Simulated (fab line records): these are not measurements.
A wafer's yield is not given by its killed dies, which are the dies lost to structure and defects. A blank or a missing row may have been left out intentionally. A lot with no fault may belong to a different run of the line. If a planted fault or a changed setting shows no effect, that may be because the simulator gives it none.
fab line records	flow berkeleyCmos170
record lots=5	wafers=23
route steps=331 shown PSD@176 NSD@190 SILICIDE@211 CONTACT@217 M3@310
startH: the number of hours between the record's first day and the start of the first shown wafer of the lot	waitH: hours since the lot's step before	" as in the row above	L1.1+2: a row that stands for several wafers	- value missing, or start not given	* or withheld: withheld	< > ~ a bound
route shown NAME@n: NAME is a module with steps in the file, n the number in the route of the first one	usual: average and standard deviation across the fault-free wafers	same: alike in all rows	chamber/n: place in a boat	sites: each site's reading	_std_site: the standard deviation of these	_edge_site: outer sites' mean less inner sites'	radiusMm: for every site, how far away it sits from the centre of the wafer	mask NAME#n: copy n	behind: tool/chamber where the wafer was last shaped	hold: the reason the lot was held/the length of the hold in hours/how it ended	device: names the non-switching transistor (n, p or np)	end of line: at the end of the route, the tests of the same wafers	a step with no rows: only its recipe	killed: dies lost to structure and defects at the first sort, not the wafer's yield	map: shows each die of a wafer: x if killed, . if not, _ if none is there
set.NAME: setting as actually run; set.NAME@STEP: the setting as run at that earlier step	model.NAME: the simulator's own value behind a step, which no gauge read
lots with deliberately changed settings; one table per step, one row per wafer
## steps
# step UCB170_PSD_COAT_01
# recipe resist=KrF	spinRpm=1500	resistThkNm=900
lot.wafer	tool	chamber	startH	waitH	set.spinRpm	model.KrF_of_PSD_COAT_01.thkNm
L074.1	lithoTrack-01	0	170.68	0.1	1584	878.3
L074.2	"	0	"	"	1500	900.3
L074.3	"	0	"	"	1584	876.4
L074.4	"	0	"	"	1500	899.4
L074.6	"	0	"	"	1500	901.6
L075.1	lithoTrack-03	0	186.47	0.1	1500	901.1
L075.3	"	0	"	"	1576	878.6
L075.4	"	0	"	"	1576	880.9
L075.5	"	0	"	"	1500	903.2
L075.6	"	0	"	"	1500	903.1
L078.2	lithoTrack-01	0	186.49	0.1	1611	869.5
L078.3	"	0	"	"	1611	871.4
L078.4	"	0	"	"	1500	901.9
L078.5+6	"	0	"	"	1500	901
L077.1	lithoTrack-04	0	186.92	0.1	1500	902.9
L077.2	"	0	"	"	1408	930.5
L077.3	"	0	"	"	1500	901.6
L077.5	"	0	"	"	1408	933.3
L077.6	"	0	"	"	1500	898.7
L083.1+4	lithoTrack-03	0	225.31	0.1	1500	896.7
L083.2	"	0	"	"	1500	897.8
# step UCB170_PSD_SOFTBAKE_02
# recipe resist=KrF	tempC=130	timeS=60
# step UCB170_PSD_EXPOSE_03
# recipe maskId=PSELECT_MOD	na=0.5	sigmaOuter=0.6	sourceShape=conventional	targetCdNm=1200	doseMj=30
# step UCB170_PSD_IMPLANT_08
# recipe species=B	doseCm2=3e+15	energyKev=20	tiltDeg=7
# step UCB170_PSD_STRIP_09
# recipe chemistry=O2	powerW=400	pressureMtorr=3500	platenTempC=withheld	o2FlowSccm=400	overashFraction=0.5
# usual stripTimeToEndpointS=29.41/0.064
lot.wafer	tool	chamber	startH	waitH	set.spinRpm@PSD_COAT_01	stripTimeToEndpointS
L074.1	plasmaAsher-04	1	171.80	0.1	1584	28.94
L074.2	"	0	"	"	1500	29.46
L074.3	"	1	"	"	1584	28.91
L074.4	"	0	"	"	1500	29.44
L074.6	"	1	"	"	1500	29.50
L078.2	plasmaAsher-04	0	187.80	0.1	1611	28.68
L078.3	"	1	"	"	1611	28.72
L078.4	"	0	"	"	1500	29.43
L078.5	"	0	"	"	1500	29.41
L078.6	"	1	"	"	1500	29.41
L075.1	plasmaAsher-02	0	188.07	0.1	1500	29.52
L075.3	"	0	"	"	1576	28.90
L075.4	"	1	"	"	1576	29.02
L075.5	"	1	"	"	1500	29.48
L075.6	"	0	"	"	1500	29.51
L077.1	plasmaAsher-02	0	188.80	0.1	1500	29.51
L077.2	"	1	"	"	1408	30.14
L077.3	"	1	"	"	1500	29.44
L077.5	"	0	"	"	1408	30.22
L077.6	"	1	"	"	1500	29.44
L083.1	plasmaAsher-01	0	226.79	0.1	1500	29.33
L083.2	"	1	"	"	1500	29.35
L083.4	"	0	"	"	1500	29.32
# step UCB170_NSD_EXPOSE_03
# recipe maskId=NSELECT_MOD	na=0.5	sigmaOuter=0.6	sourceShape=conventional	targetCdNm=1200	doseMj=30
lot.wafer	tool	chamber	startH	waitH	mask	set.doseMj
L074.1+2+4	krfScanner-02	0	175.14	0.2	NSELECT_MOD#0	30
L074.3+6	"	0	"	"	NSELECT_MOD#0	28.55
L078.2+3+4	krfScanner-01	0	188.80	0.3	NSELECT_MOD#0	30
L078.5+6	"	0	"	"	NSELECT_MOD#0	28.01
L075.1+3+6	krfScanner-01	0	189.27	0.3	NSELECT_MOD#0	31.08
L075.4+5	"	0	"	"	NSELECT_MOD#0	30
L077.1+2+3+5+6	krfScanner-02	0	190.88	0.9	NSELECT_MOD#0	30
L083.1+2+4	krfScanner-02	0	228.12	0.5	NSELECT_MOD#0	30
# step UCB170_NSD_PEB_04
# recipe pebTempC=130	pebTimeS=withheld	resist=KrF
# step UCB170_NSD_DEVELOP_05
# recipe developer=TMAH	developTimeS=45	resist=KrF	devTempC=21
# step UCB170_NSD_CD_MEAS_06
# recipe targetCdNm=1200
# usual cdNm=1200.0/1.4
lot.wafer	tool	chamber	startH	waitH	set.doseMj@NSD_EXPOSE_03	cdNm
L074.1	cdSem-01	-	175.68	-	30	1199.1
L074.2	"	-	"	"	30	1199.2
L074.3	"	-	"	"	28.55	1191.5
L074.4	"	-	"	"	30	1199.9
L074.6	"	-	"	"	28.55	1190.4
L078.2	cdSem-02	-	189.86	-	30	1203.3
L078.3	"	-	"	"	30	1202.2
L078.4	"	-	"	"	30	1202.9
L078.5	"	-	"	"	28.01	1191.4
L078.6	"	-	"	"	28.01	1190.9
L075.1	cdSem-01	-	190.12	-	31.08	1205.1
L075.3	"	-	"	"	31.08	1206.0
L075.4	"	-	"	"	30	1198.5
L075.5	"	-	"	"	30	1199.3
L075.6	"	-	"	"	31.08	1206.5
L077.1	cdSem-01	-	191.59	-	30	1201.3
L077.2	"	-	"	"	30	1201.9
L077.3	"	-	"	"	30	1200.9
L077.5	"	-	"	"	30	1200.6
L077.6	"	-	"	"	30	1202.0
L083.1	cdSem-02	-	228.60	-	30	1200.9
L083.2	"	-	"	"	30	1200.7
L083.4	"	-	"	"	30	1198.7
# step UCB170_SILICIDE_SPUTTER_01
# recipe material=Ti	targetThkNm=30	timeS=25	powerW=1500	chamberPressurePa=0.5
lot.wafer	tool	chamber	startH	waitH	set.powerW	model.Ti_of_SILICIDE_SPUTTER_01.thkNm
L074.1	pvdSputter-01	-	178.17	0.0	1500	30.08
L074.2	"	-	"	"	1601	31.12
L074.3	"	-	"	"	1500	29.62
L074.4	"	-	"	"	1601	31.74
L074.6	"	-	"	"	1500	29.69
L078.2	pvdSputter-02	-	192.21	0.0	1500	28.94
L078.3	"	-	"	"	1500	29.72
L078.4	"	-	"	"	1500	29.87
L078.5	"	-	"	"	1500	29.8
L078.6	"	-	"	"	1500	29.79
L075.1	pvdSputter-03	-	192.71	0.0	1349	27.6
L075.3	"	-	"	"	1500	30.25
L075.4	"	-	"	"	1349	26.81
L075.5	"	-	"	"	1500	30.4
L075.6	"	-	"	"	1349	27.44
L077.1	pvdSputter-03	-	193.78	0.0	1427	28.2
L077.2	"	-	"	"	1427	28.27
L077.3	"	-	"	"	1500	29.61
L077.5	"	-	"	"	1500	29.88
L077.6	"	-	"	"	1427	28.39
L083.1	pvdSputter-01	-	230.96	0.0	1500	29.07
L083.2	"	-	"	"	1500	29.95
L083.4	"	-	"	"	1500	30.72
# step UCB170_SILICIDE_RS_MEAS_02
# recipe thkMeasGauge=four-point-probe	reads=Ti_of_SILICIDE_SPUTTER_01
# usual SILICIDE_TI_RS=26.2/0.45
lot.wafer	tool	chamber	startH	waitH	set.powerW@SILICIDE_SPUTTER_01	SILICIDE_TI_RS[ohm/sq]
L074.1	filmMetro-02	-	178.20	0.0	1500	26.1
L074.2	"	-	"	"	1601	25.0
L074.3	"	-	"	"	1500	26.6
L074.4	"	-	"	"	1601	24.6
L074.6	"	-	"	"	1500	26.5
L078.2	filmMetro-02	-	192.26	0.0	1500	27.3
L078.3	"	-	"	"	1500	26.4
L078.4	"	-	"	"	1500	26.3
L078.5	"	-	"	"	1500	26.4
L078.6	"	-	"	"	1500	26.4
L075.1	filmMetro-03	-	192.74	0.0	1349	28.8
L075.3	"	-	"	"	1500	25.8
L075.4	"	-	"	"	1349	29.9
L075.5	"	-	"	"	1500	25.8
L075.6	"	-	"	"	1349	29.0
L077.1	filmMetro-01	-	193.81	0.0	1427	28.1
L077.2	"	-	"	"	1427	28.0
L077.3	"	-	"	"	1500	26.5
L077.5	"	-	"	"	1500	26.2
L077.6	"	-	"	"	1427	27.8
L083.1	filmMetro-01	-	230.99	0.0	1500	27.0
L083.2	"	-	"	"	1500	26.1
L083.4	"	-	"	"	1500	25.4
# step UCB170_SILICIDE_THK_MEAS_03
# recipe thkMeasGauge=xrf	reads=Ti_of_SILICIDE_SPUTTER_01
# usual SILICIDE_TI_THK=29.8/0.41
lot.wafer	tool	chamber	startH	waitH	set.powerW@SILICIDE_SPUTTER_01	SILICIDE_TI_THK[nm]
L074.1	filmMetro-02	-	178.32	0.1	1500	30.1
L074.2	"	-	"	"	1601	31.2
L074.3	"	-	"	"	1500	29.7
L074.4	"	-	"	"	1601	31.6
L074.6	"	-	"	"	1500	29.6
L078.2	filmMetro-02	-	192.37	0.1	1500	28.9
L078.3	"	-	"	"	1500	29.7
L078.4	"	-	"	"	1500	29.8
L078.5	"	-	"	"	1500	29.8
L078.6	"	-	"	"	1500	29.9
L075.1	filmMetro-03	-	192.86	0.1	1349	27.3
L075.3	"	-	"	"	1500	30.0
L075.4	"	-	"	"	1349	26.6
L075.5	"	-	"	"	1500	30.0
L075.6	"	-	"	"	1349	27.2
L077.1	filmMetro-01	-	193.93	0.1	1427	28.1
L077.2	"	-	"	"	1427	28.2
L077.3	"	-	"	"	1500	29.4
L077.5	"	-	"	"	1500	29.8
L077.6	"	-	"	"	1427	28.3
L083.1	filmMetro-01	-	231.11	0.1	1500	28.7
L083.2	"	-	"	"	1500	29.8
L083.4	"	-	"	"	1500	30.4
# step UCB170_CONTACT_CVD_01
# recipe material=PSG	targetThkNm=700	tempC=450	precursor=SiH4/O2/PH3	timeS=2820	pressureMtorr=300	sih4FlowSccm=60	o2FlowSccm=90	ph3FlowSccm=25
lot.wafer	tool	chamber	startH	waitH	set.o2FlowSccm	model.PSG_of_CONTACT_CVD_01.thkNm
L074.1	-	-	-	0.0	94.86	727.5
L074.2	"	-	"	"	94.86	728.1
L074.3	"	-	"	"	94.86	726.1
L074.4	"	-	"	"	94.86	729.7
L074.6	"	-	"	"	94.86	728.6
L078.2	-	-	-	0.0	95.55	719.9
L078.3	"	-	"	"	95.55	726.2
L078.4	"	-	"	"	95.55	717.7
L078.5	"	-	"	"	95.55	716.9
L078.6	"	-	"	"	95.55	721.9
L075.1	-	-	-	1.3	90	689.3
L075.3+6	"	-	"	"	90	693.9
L075.4	"	-	"	"	90	696.2
L075.5	"	-	"	"	90	691.3
L077.1	-	-	-	0.2	86.16	684.2
L077.2	"	-	"	"	86.16	685.3
L077.3	"	-	"	"	86.16	681
L077.5	"	-	"	"	86.16	684.8
L077.6	"	-	"	"	86.16	692.3
L083.1	lpcvd-01	0	231.79	0.3	90	711.5
L083.2	"	0	"	"	90	706.7
L083.4	"	0	"	"	90	712.4
# step UCB170_M3_SPUTTER_01
# recipe material=Al	targetThkNm=900	timeS=120	powerW=6000	chamberPressurePa=0.5
lot.wafer	tool	chamber	startH	waitH	set.timeS	model.Al_of_M3_SPUTTER_01.thkNm
L074.1	pvdSputter-02	-	195.48	0.0	129.9	980.2
L074.2	"	-	"	"	129.9	982.8
L074.3	"	-	"	"	120	884
L074.4	"	-	"	"	120	890.8
L074.6	"	-	"	"	129.9	984.3
L078.2	pvdSputter-04	-	215.38	0.0	120	908.1
L078.3	"	-	"	"	120	887.5
L078.4	"	-	"	"	120	903.7
L078.5	"	-	"	"	120	907.5
L078.6	"	-	"	"	120	902.7
L075.1	pvdSputter-04	-	218.97	0.0	120	896.8
L075.3	"	-	"	"	129.3	955.4
L075.4	"	-	"	"	120	908.6
L075.5	"	-	"	"	129.3	954.7
L075.6	"	-	"	"	129.3	974.1
L077.1	pvdSputter-02	-	219.58	0.0	120	880
L077.2	"	-	"	"	120	895.9
L077.3	"	-	"	"	120	874.1
L077.5	"	-	"	"	120	889.1
L077.6	"	-	"	"	120	900.4
L083.1	pvdSputter-01	-	255.07	0.0	120	904.3
L083.2	"	-	"	"	120	890.6
L083.4	"	-	"	"	120	899.8
# step UCB170_M3_RS_MEAS_02
# recipe thkMeasGauge=four-point-probe	reads=Al_of_M3_SPUTTER_01
# usual M3_AL_RS=0.0322/0.00043
lot.wafer	tool	chamber	startH	waitH	set.timeS@M3_SPUTTER_01	M3_AL_RS[ohm/sq]
L074.1	filmMetro-03	-	195.57	0.0	129.9	0.0295
L074.2	"	-	"	"	129.9	0.0294
L074.3	"	-	"	"	120	0.0327
L074.4	"	-	"	"	120	0.0325
L074.6	"	-	"	"	129.9	0.0294
L078.2	filmMetro-04	-	215.48	0.1	120	0.0319
L078.3	"	-	"	"	120	0.0327
L078.4	"	-	"	"	120	0.0321
L078.5	"	-	"	"	120	0.0319
L078.6	"	-	"	"	120	0.0321
L075.1	filmMetro-03	-	219.05	0.0	120	0.0323
L075.3	"	-	"	"	129.3	0.0303
L075.4	"	-	"	"	120	0.0319
L075.5	"	-	"	"	129.3	0.0303
L075.6	"	-	"	"	129.3	0.0298
L077.1	filmMetro-01	-	219.66	0.0	120	0.0329
L077.2	"	-	"	"	120	0.0322
L077.3	"	-	"	"	120	0.0331
L077.5	"	-	"	"	120	0.0325
L077.6	"	-	"	"	120	0.0321
L083.1	filmMetro-03	-	255.15	0.0	120	0.0321
L083.2	"	-	"	"	120	0.0326
L083.4	"	-	"	"	120	0.0322
# step UCB170_M3_THK_MEAS_03
# recipe thkMeasGauge=xrf	reads=Al_of_M3_SPUTTER_01
# usual M3_AL_THK=895/13
lot.wafer	tool	chamber	startH	waitH	set.timeS@M3_SPUTTER_01	M3_AL_THK[nm]
L074.1	filmMetro-03	-	195.69	0.1	129.9	970
L074.2	"	-	"	"	129.9	974
L074.3	"	-	"	"	120	877
L074.4	"	-	"	"	120	884
L074.6	"	-	"	"	129.9	980
L078.2	filmMetro-04	-	215.59	0.1	120	907
L078.3	"	-	"	"	120	885
L078.4	"	-	"	"	120	903
L078.5	"	-	"	"	120	900
L078.6	"	-	"	"	120	897
L075.1	filmMetro-03	-	219.17	0.1	120	892
L075.3	"	-	"	"	129.3	951
L075.4	"	-	"	"	120	907
L075.5	"	-	"	"	129.3	951
L075.6	"	-	"	"	129.3	972
L077.1	filmMetro-01	-	219.78	0.1	120	876
L077.2	"	-	"	"	120	893
L077.3	"	-	"	"	120	872
L077.5	"	-	"	"	120	886
L077.6	"	-	"	"	120	896
L083.1	filmMetro-03	-	255.27	0.1	120	902
L083.2	"	-	"	"	120	889
L083.4	"	-	"	"	120	898
# step UCB170_M3_METAL_ETCH_18
# recipe chemistry=Cl2/BCl3	target=Al	stopOn=SiO2	pressureMtorr=12	targetDepthA=11700	overEtchFrac=0.3	timeS=195	icpW=600	biasW=120	Cl2_flow_sccm=90	bcl3FlowSccm=45
lot.wafer	tool	chamber	startH	waitH	set.overEtchFrac	model.KrF_of_M3_COAT_10.thkNm
L074.1+2	rieMetal-02	0,1	197.57	-	0.3599	-
L074.3	"	1	"	"	0.3	209.6
L074.4	"	0	"	"	0.3599	168.4
L074.6	"	0	"	"	0.3	-
L078.2	rieMetal-04	1	219.70	-	0.3872	161.3
L078.3	"	1	"	"	0.3872	158.3
L078.4	"	0	"	"	0.3	218.9
L078.5	"	1	"	"	0.3872	160.7
L078.6	"	0	"	"	0.3	218
L075.1	rieMetal-01	1	222.88	-	0.3524	199.9
L075.3+5	"	0	"	"	0.3524	-
L075.4	"	1	"	"	0.3	204.1
L075.6	"	1	"	"	0.3	-
L077.1	rieMetal-02	0	223.36	-	0.233	232.2
L077.2	"	1	"	"	0.3	204.7
L077.3	"	0	"	"	0.233	232
L077.5	"	0	"	"	0.233	234.6
L077.6	"	1	"	"	0.3	212.2
L083.1	rieMetal-02	0	257.60	-	0.3	189
L083.2	"	1	"	"	0.3	212.6
L083.4	"	0	"	"	0.3	189.7
## key
split step=UCB170_PSD_COAT_01	setting=spinRpm	stated=1500	by=wafer
response step=UCB170_PSD_COAT_01	reading=model.KrF_of_PSD_COAT_01.thkNm	change=-4.43	per=1%	r=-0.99
response step=UCB170_PSD_STRIP_09	reading=stripTimeToEndpointS	change=*	per=1%	r=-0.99
split step=UCB170_NSD_EXPOSE_03	setting=doseMj	stated=30	by=wafer
response step=UCB170_NSD_CD_MEAS_06	reading=cdNm	change=+1.78	per=1%	r=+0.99
split step=UCB170_SILICIDE_SPUTTER_01	setting=powerW	stated=1500	by=wafer
response step=UCB170_SILICIDE_SPUTTER_01	reading=model.Ti_of_SILICIDE_SPUTTER_01.thkNm	change=+0.286	per=1%	r=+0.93
response step=UCB170_SILICIDE_RS_MEAS_02	reading=SILICIDE_TI_RS	change=-0.31	per=1%	r=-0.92
response step=UCB170_SILICIDE_THK_MEAS_03	reading=SILICIDE_TI_THK	change=+0.278	per=1%	r=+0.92
split step=UCB170_CONTACT_CVD_01	setting=o2FlowSccm	stated=90	by=lot
response step=UCB170_CONTACT_CVD_01	reading=model.PSG_of_CONTACT_CVD_01.thkNm	change=+3.89	per=1%	r=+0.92
split step=UCB170_M3_SPUTTER_01	setting=timeS	stated=120	by=wafer
response step=UCB170_M3_SPUTTER_01	reading=model.Al_of_M3_SPUTTER_01.thkNm	change=+9.67	per=1%	r=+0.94
response step=UCB170_M3_RS_MEAS_02	reading=M3_AL_RS	change=-0.000323	per=1%	r=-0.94
response step=UCB170_M3_THK_MEAS_03	reading=M3_AL_THK	change=+9.61	per=1%	r=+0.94
split step=UCB170_M3_METAL_ETCH_18	setting=overEtchFrac	stated=0.3	by=wafer
response step=UCB170_M3_METAL_ETCH_18	reading=model.KrF_of_M3_COAT_10.thkNm	change=-1.6	per=1%	r=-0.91
